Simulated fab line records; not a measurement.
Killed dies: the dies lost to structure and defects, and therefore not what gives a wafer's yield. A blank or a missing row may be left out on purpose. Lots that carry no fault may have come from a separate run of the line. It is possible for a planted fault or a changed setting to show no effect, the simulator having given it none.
fab line records	flow ritCmos
record lots=5	wafers=15	lastDay=6
route steps=202 shown CONTACT@178 M1@184
lots that met no fault: taken from a fault-free run of the same line
startH: start of the lot's first displayed wafer, in hours after the record's first day	waitH: how many hours have passed since the lot's step before this one	" identical to the entry in the row above	L1.1+2: a single row standing in for several wafers	- value missing, or start not given	* or withheld: withheld	< > ~ a bound
route shown NAME@n: a module of which the file shows steps, and the number in the route of the first	usual: the fault-free wafers' mean and standard deviation	same: alike in all rows	chamber/n: place in a boat	sites: per-site readings	_std_site: the standard deviation of these	_edge_site: the outer-site mean with the inner-site mean subtracted	radiusMm: how far each site lies from the wafer's centre	mask NAME#n: copy n	behind: the last tool/chamber to shape the wafer	hold: cause of the lot's hold/its duration in hours/its outcome	device: which transistor (n, p or np) failed to switch	end of line: the route-end tests of the same wafers	where a step has no rows: the recipe by itself	killed: dies that structure and defects cost at the first sort, which is not the same as the wafer's yield	map: the dies of a wafer, with x for killed, . for not killed, _ for no die there
set.NAME: setting as actually run; set.NAME@STEP: the setting as run at that earlier step	model.NAME: the simulator's own value behind a step, which no gauge read
lots at some steps of the route; a table a step, a row a wafer
services: when a tool's chamber went out of use (startH, in hours from the record's first day, below 0 if earlier), for how many hours, and the reason
## steps
# step RIT_CONTACT_HARDBAKE_10
# recipe resist=NOVOLAK	tempC=140	timeS=60
# step RIT_CONTACT_ETCH_11
# recipe targetDepthA=4800	overEtchFrac=0.2	stopOn=TiSi2	chemistry=CHF3/CF4/Ar	target=SiO2	CHF3_flow_sccm=50	cf4FlowSccm=10	Ar_flow_sccm=100	O2_flow_sccm=5	pressureMtorr=100	rfW=200	timeS=320
# usual drypumpMotorCurrentA=5.8/0.37	oesProductAu=0.990/0.018	throttleValvePct=8.77/0.11
lot.wafer	tool	chamber	startH	waitH	drypumpMotorCurrentA	oesProductAu	rfHoursCounterH	throttleValvePct
L823.3	rieDiel-01	0	57.03	0.1	5.4	1.021	5	8.58
L823.5	"	3	"	"	5.7	0.990	-	8.75
L823.6	"	2	"	"	6.2	0.974	-	8.77
L833.1	rieDiel-02	3	114.15	0.1	5.9	0.986	1	8.83
L833.2	"	1	"	"	5.8	0.974	9	8.94
L833.3	"	0	"	"	5.6	1.021	1	8.89
L837.2	rieDiel-02	3	131.73	0.1	5.9	0.998	2	8.80
L837.3	"	2	"	"	6.0	0.989	143	8.79
L837.6	"	2	"	"	6.0	0.999	-	8.81
L838.2	rieDiel-04	0	133.82	0.1	5.5	0.994	98	8.87
L838.3	"	2	"	"	5.5	0.986	149	8.71
L838.4	"	0	"	"	5.5	0.987	-	8.85
L839.3	rieDiel-04	0	139.91	0.1	5.5	0.998	98	8.88
L839.4	"	3	"	"	6.3	0.976	-	8.77
L839.6	"	0	"	"	5.4	0.989	-	8.85
# step RIT_CONTACT_STRIP_12
# recipe chemistry=O2	timeS=180	resist=NOVOLAK	platenTempC=withheld	powerW=500	pressureMtorr=4000	o2FlowSccm=4000
# usual drypumpMotorCurrentA=5.4/0.47
lot.wafer	tool	chamber	startH	waitH	drypumpMotorCurrentA	rfHoursCounterH
L823.3	plasmaAsher-03	1	57.28	0.2	5.0	-
L823.5	"	0	"	"	5.7	-
L823.6	"	1	"	"	4.9	-
L833.1	plasmaAsher-04	1	114.35	0.1	5.0	48
L833.2	"	0	"	"	6.1	48
L833.3	"	0	"	"	6.2	-
L837.2	plasmaAsher-03	1	131.92	0.1	4.9	51
L837.3	"	0	"	"	5.7	-
L837.6	"	1	"	"	4.9	-
L838.2	plasmaAsher-03	1	134.02	0.1	4.9	52
L838.3	"	0	"	"	5.7	-
L838.4	"	1	"	"	5.0	-
L839.3	plasmaAsher-01	0	140.16	0.2	5.4	-
L839.4	"	1	"	"	4.8	-
L839.6	"	0	"	"	5.4	-
# step RIT_CONTACT_CD_MEAS_90
# recipe targetCdNm=1000
# usual cdNm=999.7/2
lot.wafer	tool	chamber	startH	waitH	cdNm
L823.3	cdSem-02	-	57.44	0.1	999.9
L823.5	"	-	"	"	1001.7
L823.6	"	-	"	"	999.7
L833.1	cdSem-02	-	114.52	0.1	998.9
L833.2	"	-	"	"	997.6
L833.3	"	-	"	"	998.4
L837.2	cdSem-02	-	132.12	0.1	998.2
L837.3	"	-	"	"	998.0
L837.6	"	-	"	"	996.9
L838.2	cdSem-01	-	134.21	0.1	1000.5
L838.3	"	-	"	"	1001.5
L838.4	"	-	"	"	999.9
L839.3	cdSem-02	-	140.32	0.1	1000.5
L839.4	"	-	"	"	1002.0
L839.6	"	-	"	"	1001.6
# step RIT_CONTACT_CLEAN_13
# recipe chemistry=SC1	mix=3:3:50	timeS=600	tempC=75
# step RIT_CONTACT_CLEAN_14
# recipe chemistry=SC2	mix=3:3:50	timeS=600	tempC=75	dry=n2Spin
# step RIT_M1_SPUTTER_00
# recipe material=Al	targetThkNm=400	powerW=2055	chamberPressurePa=0.4	gas=Ar	timeS=500	substrateTempC=25
# usual chamberPressurePa=0.4000/0.00085	throttleValvePct=29.9/0.52
lot.wafer	tool	chamber	startH	waitH	chamberPressurePa	throttleValvePct
L823.3	pvdSputter-02	-	57.87	0.0	0.3998	30.5
L823.5	"	-	"	"	0.3996	30.0
L823.6	"	-	"	"	0.4024	29.9
L833.1	pvdSputter-04	-	114.99	0.0	0.4005	29.8
L833.2	"	-	"	"	0.3994	30.3
L833.3	"	-	"	"	0.3998	29.2
L837.2	pvdSputter-03	-	132.57	0.0	0.3995	30.3
L837.3	"	-	"	"	0.4011	30.2
L837.6	"	-	"	"	0.3996	30.3
L838.2	pvdSputter-02	-	134.68	0.0	0.4008	30.0
L838.3	"	-	"	"	0.4001	30.0
L838.4	"	-	"	"	0.4010	30.9
L839.3	pvdSputter-04	-	140.75	0.0	0.3992	29.6
L839.4	"	-	"	"	0.4007	28.6
L839.6	"	-	"	"	0.4006	28.7
# step RIT_M1_RS_MEAS_01
# recipe thkMeasGauge=four-point-probe	reads=Al_of_M1_SPUTTER_00
# usual M1_AL_RS=0.0712/0.00075
lot.wafer	tool	chamber	startH	waitH	M1_AL_RS[ohm/sq]
L823.3	filmMetro-04	-	58.20	0.2	0.0712
L823.5	"	-	"	"	0.0712
L823.6	"	-	"	"	0.0713
L833.1	filmMetro-01	-	115.29	0.1	0.0719
L833.2	"	-	"	"	0.0718
L833.3	"	-	"	"	0.0720
L837.2	filmMetro-02	-	132.88	0.2	0.0719
L837.3	"	-	"	"	0.0716
L837.6	"	-	"	"	0.0710
L838.2	filmMetro-02	-	134.99	0.2	0.0708
L838.3	"	-	"	"	0.0710
L838.4	"	-	"	"	0.0711
L839.3	filmMetro-02	-	141.09	0.2	0.0696
L839.4	"	-	"	"	0.0702
L839.6	"	-	"	"	0.0696
# step RIT_M1_THK_MEAS_02
# recipe thkMeasGauge=xrf	reads=Al_of_M1_SPUTTER_00
# usual M1_AL_THK=416/4.2
lot.wafer	tool	chamber	startH	waitH	M1_AL_THK[nm]
L823.3	filmMetro-04	-	58.30	0.1	417
L823.5	"	-	"	"	417
L823.6	"	-	"	"	415
L833.1	filmMetro-01	-	115.41	0.1	414
L833.2	"	-	"	"	416
L833.3	"	-	"	"	416
L837.2	filmMetro-02	-	132.99	0.1	412
L837.3	"	-	"	"	416
L837.6	"	-	"	"	417
L838.2	filmMetro-02	-	135.10	0.1	418
L838.3	"	-	"	"	416
L838.4	"	-	"	"	414
L839.3	filmMetro-02	-	141.19	0.1	424
L839.4	"	-	"	"	423
L839.6	"	-	"	"	423
# step RIT_M1_HMDS_03
# recipe primeTimeS=60	primeTempC=140
# step RIT_M1_COAT_04
# recipe resist=NOVOLAK	spinRpm=2000	resistThkNm=1300
# step RIT_M1_SOFTBAKE_05
# recipe resist=NOVOLAK	tempC=90	timeS=60
# step RIT_M1_EXPOSE_06
# recipe maskId=M12	na=0.6	sourceShape=conventional	sigmaOuter=0.5	targetCdNm=2600	doseMj=250
lot.wafer	tool	chamber	startH	waitH	mask	model.M1.overlayXNm
L823.3+5+6	ilineStepper-02	0	58.83	0.1	M12#0	-0.8122
L833.1+2+3	ilineStepper-01	0	116.04	0.2	M12#0	4.386
L837.2+3+6	ilineStepper-02	0	133.51	0.1	M12#0	0.4324
L838.2+3+4	ilineStepper-02	0	135.62	0.1	M12#0	0.02105
L839.3+4+6	ilineStepper-02	0	141.71	0.1	M12#0	-0.1581
# step RIT_M1_PEB_07
# recipe resist=NOVOLAK	tempC=withheld	timeS=withheld
# step RIT_M1_DEVELOP_08
# recipe resist=NOVOLAK	developTimeS=68	devTempC=23.83
# step RIT_M1_CD_MEAS_09
# recipe targetCdNm=2600
# usual cdNm=2600.6/1.9
lot.wafer	tool	chamber	startH	waitH	cdNm
L823.3	cdSem-02	-	59.26	-	2599.4
L823.5	"	-	"	"	2602.2
L823.6	"	-	"	"	2602.1
L833.1	cdSem-02	-	116.47	-	2598.6
L833.2	"	-	"	"	2602.0
L833.3	"	-	"	"	2598.9
L837.2	cdSem-02	-	134.03	-	2600.3
L837.3	"	-	"	"	2600.2
L837.6	"	-	"	"	2601.3
L838.2	cdSem-01	-	136.05	-	2598.0
L838.3	"	-	"	"	2598.2
L838.4	"	-	"	"	2598.0
L839.3	cdSem-02	-	142.15	-	2602.6
L839.4	"	-	"	"	2603.3
L839.6	"	-	"	"	2600.5
# step RIT_M1_OVL_MEAS_10
# usual M1_OVL=-0.4/1.6
lot.wafer	tool	chamber	startH	waitH	M1_OVL[nm]
L823.3	overlay-01	-	59.35	0.1	-1.8
L823.5	"	-	"	"	-3.1
L823.6	"	-	"	"	-2.1
L833.1	overlay-01	-	116.59	0.1	2.4
L833.2	"	-	"	"	2.3
L833.3	"	-	"	"	6.1
L837.2	overlay-01	-	134.14	0.1	0.7
L837.3	"	-	"	"	0.3
L837.6	"	-	"	"	0.1
L838.2	overlay-02	-	136.16	0.1	-0.2
L838.3	"	-	"	"	0.1
L838.4	"	-	"	"	-0.6
L839.3	overlay-01	-	142.24	0.1	-2.4
L839.4	"	-	"	"	-2.6
L839.6	"	-	"	"	-1.6
# step RIT_M1_HARDBAKE_11
# recipe resist=NOVOLAK	tempC=140	timeS=120
# step RIT_M1_PROBE_99
# usual defectLimitedYield=97.4/1.1	killedAtFrontEnd=7/3	killedDies=7.0/3	killedOpen=3.5/2.1	killedShort=3.4/1.9	sort_bin_3_pad_short=0.1/0.19	sort_bin_5_function=1.4/0.77	sort_bin_6_memory=1.1/0.72	sortNPass=257.0/3	sortYieldPct=97.4/1.1
# same grossDies=264	killed_at_M0_to_M3=0	killed_at_M4_up=0	killedAtBackSide=0	killedAtContacts=0	killedAtOther=0
lot.wafer	tool	chamber	startH	waitH	defectLimitedYield[%]	killedAtFrontEnd	killedDies	killedOpen	killedShort	sort_bin_3_pad_short[%]	sort_bin_5_function[%]	sort_bin_6_memory[%]	sortNPass	sortYieldPct[%]
L823.3	prober-01	-	62.64	0.2	95.8	11	11	8	3	0.4	1.9	1.9	253.0	95.8
L823.5	prober-01	-	62.74	0.2	96.2	10	10	4	6	0.4	1.1	2.3	254.0	96.2
L823.6	prober-01	-	62.79	0.2	98.1	5	5	1	4	0	0.8	1.1	259.0	98.1
L833.1	prober-02	-	119.40	0.1	98.5	4	4	3	1	0	0.8	0.8	260.0	98.5
L833.2	prober-02	-	119.45	0.1	98.9	3	3	2	1	0	0.4	0.8	261.0	98.9
L833.3	prober-02	-	119.50	0.2	97.0	8	8	4	4	0.4	1.9	0.8	256.0	97.0
L837.2	prober-02	-	136.72	0.1	95.8	11	11	3	8	0	1.9	2.3	253.0	95.8
L837.3	prober-02	-	136.77	0.2	95.5	12	12	10	1	0	0.8	3.8	252.0	95.5
L837.6	prober-02	-	136.92	0.2	95.8	11	11	7	3	0	1.5	2.7	253.0	95.8
L838.2	prober-01	-	138.74	0.1	99.2	2	2	2	0	0	0.4	0.4	262.0	99.2
L838.3	prober-01	-	138.79	0.2	98.9	3	3	0	3	0	0.4	0.8	261.0	98.9
L838.4	prober-01	-	138.84	0.2	97.0	8	8	3	5	0.8	1.9	0.4	256.0	97.0
L839.3	prober-02	-	144.89	0.2	95.1	13	13	7	6	0.4	2.3	2.3	251.0	95.1
L839.4	prober-02	-	144.94	0.2	98.1	5	5	2	3	0	1.1	0.8	259.0	98.1
L839.6	prober-02	-	145.04	0.2	96.6	9	9	4	5	0.4	1.5	1.5	255.0	96.6
# killed by level:class
L823.3 GATE:geometricParticle:open=4 SILICIDE:geometricParticle:open=3 REOX:geometricParticle:short=2 FOX1:geometricParticle:open=1 GATE:geometricParticle:short=1
L823.5 REOX:geometricParticle:short=2 SPACER:geometricParticle:open=2 SILICIDE:geometricParticle:open=2 FOX2:geometricParticle:short=1 GATE:geometricParticle:short=1 SPACER:geometricParticle:short=1 SILICIDE:geometricParticle:short=1
L823.6 FOX2:geometricParticle:short=2 GATE:geometricParticle:short=2 SPACER:geometricParticle:open=1
L833.1 SILICIDE:geometricParticle:open=2 GATE:geometricParticle:open=1 SPACER:geometricParticle:short=1
L833.2 FOX1:geometricParticle:open=1 GATE:geometricParticle:open=1 GATE:geometricParticle:short=1
L833.3 GATE:geometricParticle:open=3 FOX2:geometricParticle:short=2 SPACER:geometricParticle:short=2 FOX2:geometricParticle:open=1
L837.2 SPACER:geometricParticle:short=3 GATE:geometricParticle:short=2 FOX1:geometricParticle:open=1 FOX1:geometricParticle:short=1 FOX2:geometricParticle:open=1 GATE:geometricParticle:open=1 REOX:geometricParticle:short=1 SILICIDE:geometricParticle:short=1
L837.3 GATE:geometricParticle:open=4 FOX1:geometricParticle:open=2 FOX2:geometricParticle:open=2 FOX1:geometricParticle:short=1 SPACER:geometricParticle:open=1 SILICIDE:geometricParticle:open=1 NWELL:coatMicrobubblePrinted=1
L837.6 GATE:geometricParticle:open=5 FOX1:geometricParticle:short=2 GATE:geometricParticle:short=1 REOX:geometricParticle:open=1 SPACER:geometricParticle:open=1 NWELL:coatMicrobubblePrinted=1
L838.2 SILICIDE:geometricParticle:open=2
L838.3 FOX1:geometricParticle:short=2 GATE:geometricParticle:short=1
L838.4 FOX1:geometricParticle:short=2 GATE:geometricParticle:short=2 FOX1:geometricParticle:open=1 FOX2:geometricParticle:open=1 GATE:geometricParticle:open=1 SPACER:geometricParticle:short=1
L839.3 GATE:geometricParticle:open=5 FOX1:geometricParticle:short=2 GATE:geometricParticle:short=2 FOX2:geometricParticle:short=1 REOX:geometricParticle:open=1 REOX:geometricParticle:short=1 SILICIDE:geometricParticle:open=1
L839.4 GATE:geometricParticle:short=2 FOX1:geometricParticle:open=1 FOX2:geometricParticle:short=1 FOX2:geometricParticle:open=1
L839.6 GATE:geometricParticle:open=3 FOX1:geometricParticle:short=2 GATE:geometricParticle:short=2 FOX1:geometricParticle:open=1 REOX:geometricParticle:short=1
## services
tool	chamber	startH	hours	kind
rieDiel-02	3	35.95	-	clean
rieDiel-02	3	35.95	26.1	scheduledDown
rieDiel-02	3	35.95	26.1	ventCycle
ilineStepper-01	-	37.26	26.9	repair
rieDiel-04	-	38.59	0.4	repair
rieDiel-02	1	44.88	4.7	repair
rieDiel-02	0	62.04	-	clean
rieDiel-02	0	62.04	20.6	scheduledDown
rieDiel-02	0	62.04	20.6	ventCycle
plasmaAsher-03	-	63.43	0.4	repair
ilineStepper-01	-	64.20	1.7	pm
rieDiel-02	1	66.11	4.4	repair
rieDiel-04	2	71.65	5.1	repair
rieDiel-02	3	77.78	5.2	repair
rieDiel-04	3	86.38	5.6	repair
ilineStepper-01	-	105.50	5.6	repair
plasmaAsher-01	-	108.87	9.0	pm
rieDiel-04	3	109.74	5.1	repair
pvdSputter-04	-	111.11	2.1	repair
plasmaAsher-01	-	117.87	2.8	pm
plasmaAsher-01	-	120.62	14.6	pm
rieDiel-02	0	130.28	9.4	repair
rieDiel-02	-	132.17	2.4	repair
rieDiel-01	3	133.35	11.7	repair
## key
firstSign step=RIT_M1_OVL_MEAS_10	reading=M1_OVL	direction=up	sigmas=2.5	usual=-0.4	struck=3.6
effect none on later readings
modelEffect step=RIT_M1_EXPOSE_06	value=M1.overlayXNm	without=0.117	struck=4.386
metAt RIT_M1_EXPOSE_06
struckWafers L833.1,L833.2,L833.3
alsoFits RIT_CONTACT_STRIP_12:plasmaAsher-04
fault kind=scannerMatchingOverlay	tool=ilineStepper-01	chamber=-	onsetH=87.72	steps=RIT_M1_EXPOSE_06	offset=4.2694
